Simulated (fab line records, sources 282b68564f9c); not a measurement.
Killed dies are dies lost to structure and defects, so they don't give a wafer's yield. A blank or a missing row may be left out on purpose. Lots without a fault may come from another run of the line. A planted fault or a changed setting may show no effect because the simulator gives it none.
fab line records | flow rit_cmos
record lots=6 wafers=18 last_day=7
route steps=202 shown M1@184
lots that met no fault: from a run of the same line without faults
start_h: hours from the record's first day to the start of the lot's first wafer shown | wait_h: hours since the lot's step before | " the same as in the row above | L1.1+2: a row that stands for several wafers | - no value, or no start given | * or withheld: withheld | < > ~ a bound
route shown NAME@n: a module of which the file shows steps, and the number in the route of the first | usual: mean/standard deviation of fault-free wafers | same: alike in all rows | chamber/n: place in a boat | sites: the reading at each site | _std_site: their standard deviation | _edge_site: outer sites' mean less inner sites' | radius_mm: how far each site lies from the wafer's centre | mask NAME#n: copy n | behind: the tool/chamber that last shaped the wafer | hold: why the lot was held/for how many hours/how that ended | device: the transistor (n, p or np) that didn't switch | end of line: the same wafers' tests at the end of the route | a step without rows: its recipe alone | killed: dies lost to structure and defects at the first sort, not the wafer's yield | map: a wafer's dies, x killed, . not, _ none there
set.NAME: the setting as run; set.NAME@STEP: as run at that earlier step | model.NAME: the simulator's own value behind a step, which no gauge read
lots at some steps of the route; a table a step, a row a wafer
services: from which hour (start_h, from the record's first day; less than 0 if before it) a tool's chamber was out of use, for how many hours, and why
## steps
# step RIT_M1_SPUTTER_00
# recipe material=Al target_thk_nm=400 power_w=2000 chamber_pressure_pa=0.4 gas=Ar time_s=500 substrate_temp_c=25
# usual throttle_valve_pct=29.8/0.9
# columns lot.wafer tool chamber start_h wait_h throttle_valve_pct
L294.1 pvd_sputter-01 - 93.56 0.0 29.7
L294.2 " - " " 28.6
L294.4 " - " " 28.7
L302.2 pvd_sputter-01 - 146.85 0.0 31.2
L302.4 " - " " 28.8
L302.5 " - " " 28.9
L303.1 pvd_sputter-04 - 148.57 0.0 30.7
L303.2 " - " " 29.0
L303.5 " - " " 29.7
L305.2 pvd_sputter-01 - 161.93 0.0 31.6
L305.4 " - " " 28.9
L305.5 " - " " 28.6
L307.2 pvd_sputter-04 - 162.44 0.0 30.1
L307.3 " - " " 30.7
L307.5 " - " " 29.7
L308.1 pvd_sputter-04 - 173.44 0.0 30.6
L308.3 " - " " 29.6
L308.6 " - " " 29.1
# step RIT_M1_RS_MEAS_01
# recipe thk_meas_gauge=four-point-probe reads=Al_of_M1_SPUTTER_00
# usual M1_AL_RS=0.0734/0.00087
# columns lot.wafer tool chamber start_h wait_h M1_AL_RS[ohm/sq]
L294.1 film_metro-04 - 93.85 0.1 0.0721
L294.2 " - " " 0.0719
L294.4 " - " " 0.0723
L302.2 film_metro-01 - 147.19 0.2 0.0753
L302.4 " - " " 0.0732
L302.5 " - " " 0.0730
L303.1 film_metro-04 - 148.87 0.1 0.0742
L303.2 " - " " 0.0754
L303.5 " - " " 0.0740
L305.2 film_metro-02 - 162.24 0.2 0.0739
L305.4 " - " " 0.0735
L305.5 " - " " 0.0727
L307.2 film_metro-04 - 162.75 0.2 0.0717
L307.3 " - " " 0.0730
L307.5 " - " " 0.0722
L308.1 film_metro-04 - 173.73 0.1 0.0730
L308.3 " - " " 0.0728
L308.6 " - " " 0.0728
# step RIT_M1_THK_MEAS_02
# recipe thk_meas_gauge=xrf reads=Al_of_M1_SPUTTER_00
# usual M1_AL_THK=392/4.8
# columns lot.wafer tool chamber start_h wait_h M1_AL_THK[nm]
L294.1 film_metro-04 - 93.97 0.1 399
L294.2 " - " " 400
L294.4 " - " " 395
L302.2 film_metro-01 - 147.30 0.1 379
L302.4 " - " " 391
L302.5 " - " " 390
L303.1 film_metro-04 - 148.99 0.1 389
L303.2 " - " " 382
L303.5 " - " " 389
L305.2 film_metro-02 - 162.35 0.1 388
L305.4 " - " " 393
L305.5 " - " " 396
L307.2 film_metro-04 - 162.86 0.1 403
L307.3 " - " " 392
L307.5 " - " " 399
L308.1 film_metro-04 - 173.85 0.1 392
L308.3 " - " " 394
L308.6 " - " " 392
# step RIT_M1_HMDS_03
# recipe prime_time_s=60 prime_temp_c=140
# step RIT_M1_COAT_04
# recipe resist=NOVOLAK spin_rpm=2000 resist_thk_nm=1300
# step RIT_M1_SOFTBAKE_05
# recipe resist=NOVOLAK temp_c=90 time_s=60
# step RIT_M1_EXPOSE_06
# recipe mask_id=M12 na=0.6 source_shape=conventional sigma_outer=0.5 target_cd_nm=2600 dose_mj=250
# step RIT_M1_PEB_07
# recipe resist=NOVOLAK temp_c=withheld time_s=withheld
# step RIT_M1_DEVELOP_08
# recipe resist=NOVOLAK develop_time_s=68 dev_temp_c=23
# step RIT_M1_CD_MEAS_09
# recipe target_cd_nm=2600
# usual cd_nm=2600.0/2.5
# columns lot.wafer tool chamber start_h wait_h cd_nm
L294.1 cd_sem-02 - 94.91 - 2601.5
L294.2 " - " " 2603.2
L294.4 " - " " 2603.9
L302.2 cd_sem-01 - 148.51 - 2600.2
L302.4 " - " " 2601.3
L302.5 " - " " 2600.2
L303.1 cd_sem-01 - 150.05 - 2601.4
L303.2 " - " " 2601.9
L303.5 " - " " 2601.8
L305.2 cd_sem-01 - 163.78 - 2597.8
L305.4 " - " " 2597.2
L305.5 " - " " 2598.9
L307.2 cd_sem-02 - 164.10 - 2597.1
L307.3 " - " " 2595.5
L307.5 " - " " 2597.4
L308.1 cd_sem-01 - 174.79 - 2600.4
L308.3 " - " " 2600.1
L308.6 " - " " 2599.6
# step RIT_M1_OVL_MEAS_10
# usual M1_OVL=0.0/1.1
# columns lot.wafer tool chamber start_h wait_h M1_OVL[nm]
L294.1 overlay-01 - 95.03 0.1 -0.3
L294.2 " - " " -0.5
L294.4 " - " " 0.3
L302.2 overlay-01 - 148.61 0.1 0.2
L302.4 " - " " -1.1
L302.5 " - " " -1.4
L303.1 overlay-02 - 150.17 0.1 -2.2
L303.2 " - " " 0.8
L303.5 " - " " -2.6
L305.2 overlay-02 - 163.89 0.1 -0.7
L305.4 " - " " -0.3
L305.5 " - " " -2.3
L307.2 overlay-01 - 164.20 0.1 1.9
L307.3 " - " " -0.8
L307.5 " - " " -0.1
L308.1 overlay-02 - 174.91 0.1 -0.7
L308.3 " - " " 1.6
L308.6 " - " " -0.8
# step RIT_M1_HARDBAKE_11
# recipe resist=NOVOLAK temp_c=140 time_s=120
# step RIT_M1_METAL_ETCH_12
# recipe stop_on=SiO2 chemistry=Cl2/BCl3 target=Al time_s=165 over_etch_frac=0.5 pressure_mtorr=100 target_depth_a=6000 rf_w=244.4 Cl2_flow_sccm=60 bcl3_flow_sccm=50
# usual drypump_motor_current_A=5.9/0.32 mfc_cl2_sccm=59.96/0.17 oes_product_au=0.767/0.0099 over_etch_frac=0.5/0 throttle_valve_pct=8.32/0.045
# columns lot.wafer tool chamber start_h wait_h drypump_motor_current_A mfc_cl2_sccm oes_product_au over_etch_frac rf_hours_counter_h throttle_valve_pct model.NOVOLAK_of_M1_COAT_04.thk_nm model.SiO2_of_CONTACT_CVD_00.thk_nm model.M1.feature_depth_nm
L294.1 rie_metal-04 0 95.32 0.2 5.5 60.09 0.779 0.5 38 8.38 817.3 361.3 438.6
L294.2 " 1 " " 5.9 59.73 0.773 0.5 34 8.32 821.9 369.8 440.4
L294.4 " 0 " " 5.5 60.15 0.781 0.5 - 8.40 812.5 372.5 438.7
L302.2 rie_metal-03 0 148.89 0.2 5.7 60.02 0.765 0.5 4 8.36 820.8 363.1 422.2
L302.4 " 1 " " 5.5 59.94 0.761 0.5 - 8.27 821.3 366.8 433.1
L302.5 " 1 " " 5.6 59.64 0.763 0.5 - 8.29 824 365.7 433.9
L303.1 rie_metal-01 1 150.52 0.2 6.0 59.94 0.761 0.5 3 8.28 818.4 363.9 427.1
L303.2 " 0 " " 6.4 60.17 0.742 0.5 4 8.30 817.1 367.7 421.9
L303.5 " 0 " " 6.4 59.88 0.749 0.5 - 8.30 817.4 369 428
L305.2 rie_metal-04 0 164.33 0.2 5.5 60.07 0.778 0.5 0 8.40 829.1 369 428.2
L305.4 " 1 " " 5.9 59.67 0.766 0.5 - 8.33 814 373.9 432
L305.5 " 1 " " 5.9 59.88 0.764 0.5 - 8.34 812.4 371.1 436.6
L307.2 rie_metal-01 0 164.58 0.2 6.4 60.12 0.638 1.039 4 8.31 703.7 347.1 454.2
L307.3 " 0 " " 6.4 60.06 0.641 1.039 - 8.31 709.2 347.4 446.2
L307.5 " 0 " " 6.4 60.13 0.648 1.039 - 8.30 709.7 356.3 450.5
L308.1 rie_metal-01 0 175.20 0.2 6.4 60.15 0.655 1.039 4 8.30 707.5 353.1 446.9
L308.3 " 0 " " 6.4 59.85 0.648 1.039 - 8.28 708.2 354.1 446.8
L308.6 " 0 " " 6.4 60.08 0.648 1.039 - 8.30 700.6 364.2 446.9
# step RIT_M1_STRIP_13
# recipe chemistry=nmp resist=NOVOLAK temp_c=80 time_s=600 dry=n2_spin
# step RIT_M1_STRIP_14
# recipe chemistry=O2 time_s=180 platen_temp_c=withheld power_w=500 pressure_mtorr=4000 o2_flow_sccm=4000
# usual drypump_motor_current_A=6.0/0.63 rf_refl_power_W=6.4/1.1
# columns lot.wafer tool chamber start_h wait_h drypump_motor_current_A rf_hours_counter_h rf_refl_power_W
L294.1 plasma_asher-03 0 95.65 0.0 5.9 44 6.5
L294.2 " 1 " " 5.5 44 7.2
L294.4 " 1 " " 5.5 - 7.0
L302.2 plasma_asher-04 0 149.23 0.0 6.6 49 6.3
L302.4 " 0 " " 6.6 - 6.4
L302.5 " 1 " " 5.0 - 4.6
L303.1 plasma_asher-02 1 150.85 0.0 6.8 50 8.2
L303.2 " 0 " " 6.5 50 5.3
L303.5 " 0 " " 6.5 - 5.3
L305.2 plasma_asher-03 1 164.68 0.0 5.5 5 7.0
L305.4 " 0 " " 5.9 - 6.6
L305.5 " 0 " " 5.9 - 6.5
L307.2 plasma_asher-04 1 164.91 0.0 5.0 51 5.0
L307.3 " 1 " " 5.0 - 4.8
L307.5 " 0 " " 6.6 - 6.5
L308.1 plasma_asher-04 1 175.54 0.0 5.0 53 4.7
L308.3 " 1 " " 5.0 - 4.5
L308.6 " 1 " " 5.0 - 4.6
# step RIT_M1_CD_MEAS_90
# recipe target_cd_nm=2600
# usual cd_nm=2601/3.1
# columns lot.wafer tool chamber start_h wait_h cd_nm
L294.1 cd_sem-02 - 95.83 0.1 2605
L294.2 " - " " 2601
L294.4 " - " " 2606
L302.2 cd_sem-02 - 149.43 0.1 2603
L302.4 " - " " 2600
L302.5 " - " " 2599
L303.1 cd_sem-02 - 151.03 0.1 2606
L303.2 " - " " 2602
L303.5 " - " " 2602
L305.2 cd_sem-02 - 164.88 0.1 2596
L305.4 " - " " 2595
L305.5 " - " " 2597
L307.2 cd_sem-01 - 165.11 0.1 2589
L307.3 " - " " 2588
L307.5 " - " " 2589
L308.1 cd_sem-02 - 175.71 0.1 2591
L308.3 " - " " 2591
L308.6 " - " " 2591
# step RIT_M1_ANNEAL_15
# recipe temp_c=450 time_s=1800 ambient=forming_gas_H2N2
# step RIT_M1_PROBE_99
# usual defect_limited_yield=97.3/1.1 killed_at_contacts=0.1/0.28 killed_at_front_end=7.1/2.8 killed_dies=7.1/2.9 killed_open=3.4/2 killed_short=3.6/2.1 sort_bin_3_pad_short=0.1/0.21 sort_bin_5_function=1.5/0.85 sort_bin_6_memory=1.0/0.65 sort_n_pass=256.9/2.9 sort_yield_pct=97.3/1.1
# same gross_dies=264 killed_at_M0_to_M3=0 killed_at_M4_up=0 killed_at_back_side=0 killed_at_other=0
# columns lot.wafer tool chamber start_h wait_h defect_limited_yield[%] killed_at_contacts killed_at_front_end killed_dies killed_open killed_short sort_bin_3_pad_short[%] sort_bin_5_function[%] sort_bin_6_memory[%] sort_n_pass sort_yield_pct[%] model.etest.antenna_m1.vt_shift_v
L294.1 prober-01 - 97.57 0.1 97.3 0 7 7 3 4 0 1.1 1.5 257.0 97.3 -0.008016
L294.2 prober-01 - 97.62 0.1 97.0 0 8 8 5 3 0 2.7 0.4 256.0 97.0 -0.009212
L294.4 prober-01 - 97.72 0.2 97.0 0 8 8 7 1 0 1.1 1.9 256.0 97.0 -0.01136
L302.2 prober-01 - 151.20 0.1 98.1 0 5 5 3 2 0 1.1 0.8 259.0 98.1 -0.014
L302.4 prober-01 - 151.30 0.2 95.8 0 11 11 5 6 0 3.0 1.1 253.0 95.8 -0.01076
L302.5 prober-01 - 151.35 0.2 95.1 1 12 13 8 5 0.4 1.5 3.0 251.0 95.1 -0.01003
L303.1 prober-02 - 152.77 0.1 97.3 0 7 7 3 3 0 1.1 1.5 257.0 97.3 -0.007574
L303.2 prober-02 - 152.82 0.1 96.2 0 10 10 3 5 0.4 3.0 0.4 254.0 96.2 -0.009823
L303.5 prober-02 - 152.97 0.2 97.0 0 8 8 1 7 0 1.5 1.5 256.0 97.0 -0.006404
L305.2 prober-02 - 166.65 0.1 97.3 0 7 7 2 5 0.8 1.1 0.8 257.0 97.3 -0.01324
L305.4 prober-02 - 166.75 0.2 97.0 0 8 8 5 3 0 1.5 1.5 256.0 97.0 -0.01173
L305.5 prober-02 - 166.80 0.2 97.3 0 7 7 3 4 0.4 1.1 1.1 257.0 97.3 -0.0111
L307.2 prober-01 - 168.15 0.1 98.5 0 4 4 1 3 0.4 0.4 0.8 260.0 98.5 -0.02108
L307.3 prober-01 - 168.20 0.2 97.0 0 8 8 4 4 0 1.5 1.5 256.0 97.0 -0.01998
L307.5 prober-01 - 168.30 0.2 96.2 0 10 10 2 8 0.8 1.9 1.1 254.0 96.2 -0.01831
L308.1 prober-02 - 177.45 0.1 98.5 0 4 4 3 1 0 0.8 0.8 260.0 98.5 -0.02908
L308.3 prober-02 - 177.55 0.2 94.3 0 15 15 7 8 0 4.2 1.5 249.0 94.3 -0.02136
L308.6 prober-02 - 177.70 0.2 98.1 0 5 5 4 1 0 0.8 1.1 259.0 98.1 -0.02411
# killed by level:class
L294.1 FOX2:geometric_particle:short=1 GATE:geometric_particle:open=1 GATE:geometric_particle:short=1 REOX:geometric_particle:short=1 REOX:geometric_particle:open=1 SPACER:geometric_particle:short=1 SILICIDE:geometric_particle:open=1
L294.2 GATE:geometric_particle:open=2 SILICIDE:geometric_particle:open=2 GATE:geometric_particle:short=1 SPACER:geometric_particle:open=1 SPACER:geometric_particle:short=1 SILICIDE:geometric_particle:short=1
L294.4 FOX1:geometric_particle:open=2 GATE:geometric_particle:open=2 SILICIDE:geometric_particle:open=2 FOX2:geometric_particle:open=1 REOX:geometric_particle:short=1
L302.2 FOX1:geometric_particle:open=2 GATE:geometric_particle:open=1 GATE:geometric_particle:short=1 SILICIDE:geometric_particle:short=1
L302.4 GATE:geometric_particle:short=4 GATE:geometric_particle:open=3 SPACER:geometric_particle:open=2 REOX:geometric_particle:short=1 SPACER:geometric_particle:short=1
L302.5 GATE:geometric_particle:short=3 GATE:geometric_particle:open=3 FOX1:geometric_particle:open=2 REOX:geometric_particle:short=1 REOX:geometric_particle:open=1 SPACER:geometric_particle:short=1 SPACER:geometric_particle:open=1 CONTACT:geometric_particle:open=1
L303.1 REOX:geometric_particle:short=2 FOX2:geometric_particle:open=1 GATE:geometric_particle:short=1 GATE:geometric_particle:open=1 REOX:geometric_particle:open=1 PRETRO:coat_microbubble_printed=1
L303.2 GATE:geometric_particle:open=3 GATE:geometric_particle:short=3 SPACER:geometric_particle:short=2 PRETRO:coat_microbubble_printed=2
L303.5 GATE:geometric_particle:short=5 FOX2:geometric_particle:short=1 GATE:geometric_particle:open=1 SPACER:geometric_particle:short=1
L305.2 GATE:geometric_particle:short=3 FOX1:geometric_particle:short=1 GATE:geometric_particle:open=1 REOX:geometric_particle:short=1 SPACER:geometric_particle:open=1
L305.4 GATE:geometric_particle:open=4 GATE:geometric_particle:short=2 FOX2:geometric_particle:short=1 REOX:geometric_particle:open=1
L305.5 FOX1:geometric_particle:short=2 FOX1:geometric_particle:open=1 FOX2:geometric_particle:short=1 FOX2:geometric_particle:open=1 GATE:geometric_particle:short=1 REOX:geometric_particle:open=1
L307.2 GATE:geometric_particle:short=2 GATE:geometric_particle:open=1 SPACER:geometric_particle:short=1
L307.3 GATE:geometric_particle:short=3 FOX1:geometric_particle:short=1 FOX2:geometric_particle:open=1 GATE:geometric_particle:open=1 REOX:geometric_particle:open=1 SILICIDE:geometric_particle:open=1
L307.5 GATE:geometric_particle:short=4 FOX1:geometric_particle:short=1 FOX2:geometric_particle:short=1 GATE:geometric_particle:open=1 SPACER:geometric_particle:open=1 SPACER:geometric_particle:short=1 SILICIDE:geometric_particle:short=1
L308.1 GATE:geometric_particle:open=3 GATE:geometric_particle:short=1
L308.3 GATE:geometric_particle:short=5 GATE:geometric_particle:open=3 SILICIDE:geometric_particle:open=3 SPACER:geometric_particle:short=2 FOX2:geometric_particle:short=1 SPACER:geometric_particle:open=1
L308.6 GATE:geometric_particle:open=4 FOX2:geometric_particle:short=1
## services
# columns tool chamber start_h hours kind
plasma_asher-03 - 108.75 9.0 pm
plasma_asher-03 0 108.75 9.0 vent_cycle
plasma_asher-03 1 108.75 9.0 vent_cycle
plasma_asher-03 0 117.75 - clean
plasma_asher-03 1 117.75 - clean
plasma_asher-04 - 125.04 1.7 repair
rie_metal-01 - 125.65 0.6 repair
plasma_asher-02 - 126.86 2.8 pm
pvd_sputter-04 - 131.29 7.4 repair
rie_metal-04 - 136.12 20.0 pm
rie_metal-04 0 136.12 20.0 vent_cycle
rie_metal-04 1 136.12 20.0 vent_cycle
rie_metal-04 0 156.12 - clean
rie_metal-04 1 156.12 - clean
rie_metal-01 - 162.14 0.7 repair
pvd_sputter-04 - 164.57 4.8 repair
rie_metal-03 - 166.53 1.4 pm
## key
first_sign step=RIT_M1_METAL_ETCH_12 reading=over_etch_frac direction=up sigmas=99+ usual=0.5 struck=1.039
effect step=RIT_M1_METAL_ETCH_12 reading=oes_product_au direction=down sigmas=12 usual=0.767 struck=0.646
effect step=RIT_M1_CD_MEAS_90 reading=cd_nm direction=down sigmas=3.4 usual=2601 struck=2590
model_effect step=RIT_M1_METAL_ETCH_12 value=NOVOLAK_of_M1_COAT_04.thk_nm without=820.9 struck=706.5
model_effect step=RIT_M1_PROBE_99 value=etest.antenna_m1.vt_shift_v without=-0.01082 struck=-0.02232
met_at RIT_M1_METAL_ETCH_12
struck_wafers L307.2,L307.3,L307.5,L308.1,L308.3,L308.6
onset_between 150.52 164.58
fault kind=process_parameter_drift tool=rie_metal-01 chamber=- onset_h=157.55 steps=RIT_M1_METAL_ETCH_12 channel=over_etch_frac offset=0.53898 shape=step end_h=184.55 stated=0.5
